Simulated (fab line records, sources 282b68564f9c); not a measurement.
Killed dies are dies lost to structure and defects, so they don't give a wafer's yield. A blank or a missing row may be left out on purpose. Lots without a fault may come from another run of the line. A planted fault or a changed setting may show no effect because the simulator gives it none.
Which tool did it? | flow rit_cmos | 7 lots, 21 wafers sampled, at 2 steps of a route of 202

WHAT THE GAUGES READ, wafer by wafer
RIT_GATE_OVL_MEAS_17.
lot  | measured    | on         | GATE_OVL (nm)
L838 | day 2 18:28 | overlay-01 | -3.0 0.3 0.4
L840 | day 3 03:53 | overlay-02 | -1.6 -2.1 -1.8
L843 | day 3 19:05 | overlay-02 | -2.8 -2.7 -3.5
L845 | day 4 04:13 | overlay-01 | 0.4 0.1 -0.7
L849 | day 5 02:05 | overlay-01 | 129.0 129.0 129.1
L854 | day 6 04:13 | overlay-01 | -2.1 -1.7 -1.2
L859 | day 7 03:50 | overlay-02 | 0.7 -0.8 -1.2

WHICH TOOL RAN EACH LOT (tool, then ch and the chambers of the sampled wafers, then the start)
lot  | RIT_GATE_EXPOSE_13
L838 | iline_stepper-01 ch 0, day 2 17:57
L840 | iline_stepper-01 ch 0, day 3 03:22
L843 | iline_stepper-02 ch 0, day 3 18:35
L845 | iline_stepper-02 ch 0, day 4 03:41
L849 | iline_stepper-01 ch 0, day 5 01:34
L854 | iline_stepper-02 ch 0, day 6 03:43
L859 | iline_stepper-02 ch 0, day 7 03:19
- RIT_GATE_EXPOSE_13: exposes mask M6, target cd 150 nm.

THE ANSWER, worked out from the rows above alone
Rule: what is usual is taken from the lots themselves. Put in order of their means at a reading, lots are off if they are a third of the lots or fewer, leave a main group of 4 or more, and stand apart from it by a gap of 3 or more times the standard deviation of the main group's means; of several such gaps the widest counts. A main group whose means are all the same, to the digits that the tables above print for the reading, isn't used. A lot without any number at a reading at which 4 lots or more have one is off too. The other lots that the step has rows for count as sound.
Off: L849, at RIT_GATE_OVL_MEAS_17 (GATE_OVL). The main group: mean -1.3 nm, standard deviation 0.99.
A tool fits if, at a process step before that reading, it ran every lot that is off, and no sound lot after the first of them. The gauges at RIT_GATE_OVL_MEAS_17 are tried like those tools. One fits: iline_stepper-01 at RIT_GATE_EXPOSE_13. Its last sound lot is L840 (day 3 03:22), its first lot that is off L849 (day 5 01:34): a fault that began between those two fits.

WHAT THE SIMULATOR HAD PUT IN
Scanner matching overlay: iline_stepper-01, from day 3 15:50 on, at RIT_GATE_EXPOSE_13. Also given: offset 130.
Lots struck among those shown: L849. The rule above found the same.
